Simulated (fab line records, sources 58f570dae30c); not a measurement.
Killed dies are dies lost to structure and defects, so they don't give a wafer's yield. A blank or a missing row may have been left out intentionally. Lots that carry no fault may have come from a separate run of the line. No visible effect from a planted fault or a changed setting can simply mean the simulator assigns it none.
Problem report in the 8D (eight disciplines) form, filled by code + flow berkeley_cmos170 + the parts of the form that need people (team, actions taken, sign-off) are left out

== 1. WHAT WENT WRONG ==
heater_power_total_W at UCB170_M2_SOFTBAKE_06 reads a mean of 58.12 W on 6 wafers of 2 lots; wafers without a fault read 56.81 W with a standard deviation of 0.043. That puts it +30 standard deviations away from the usual mean.
The step: time 60 s.
First observed at day 10 08:49: wafer L583.2, on litho_track-01. The record holds 42 wafers of 14 lots with a number at this step. By rule, "out" or "out of limits" means more than 4 standard deviations away from the usual mean. All remaining wafers that have a number are taken as sound.

== 2. WHAT IT IS AND WHAT IT IS NOT ==
| question                    | is                                 | is not                                                                 |
|-----------------------------|------------------------------------|------------------------------------------------------------------------|
| which readings at this step | heater_power_total_W, plate_temp_C | -                                                                      |
| which lots                  | L583, L588                         | L571, L572, L573, L574, L575, L576, L577, L579, L580, L581, L582, L584 |
| which wafers of those lots  | all that have a number             | -                                                                      |
| read on which tools         | litho_track-01                     | litho_track-02, litho_track-04                                         |
| when                        | from day 10 08:49                  | up to then (33 sound wafers); but 3 sound wafers of L584 came after    |

== 3. SUSPECTS, AND WHAT RULES EACH OUT ==
Counting: a tool at any process step up to the reading remains a suspect when it ran all the lots that are out and ran no sound lot after the first of those.
- litho_track-01 at UCB170_M2_SOFTBAKE_06 (time 60 s): kept. It ran every lot that is out, first L583 (day 10 08:49), and no sound lot after that; its last sound lot up to then is L581 (day 9 23:21). Its own readings are out on those wafers: heater_power_total_W, plate_temp_C.
Left after counting: litho_track-01 at UCB170_M2_SOFTBAKE_06.

== 4. THE CAUSE (what the simulator had put in) ==
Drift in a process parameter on litho_track-01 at UCB170_M2_SOFTBAKE_06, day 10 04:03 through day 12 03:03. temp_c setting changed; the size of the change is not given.
Only this tool survived the counting.

== 5. THE CHAIN OF EFFECTS, in route order ==
One row per reading whose mean, taken over the struck wafers that have a number, lies over 3 standard deviations from the usual. Scope: only readings with a usual standard deviation given in the record; hours: median across lots of the time from each lot's start at the first step in this table that gives one to its start at this step; sigmas: change in usual standard deviations.
| hours | step                  | reading              | usual    | on struck wafers | change | sigmas |
|-------|-----------------------|----------------------|----------|------------------|--------|--------|
| 0     | UCB170_M2_SOFTBAKE_06 | heater_power_total_W | 56.81 W  | 58.12            | +1.31  | +30    |
| 0     | UCB170_M2_SOFTBAKE_06 | plate_temp_C         | 130.01 C | 132.19           | +2.18  | +17    |
Process steps it contains:
- UCB170_M2_SOFTBAKE_06: time 60 s.

== 6. HOW IT WOULD HAVE BEEN CAUGHT EARLIER ==
First out-of-limits reading in this record: day 10 08:49, which is 5 hours after fault onset at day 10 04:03.
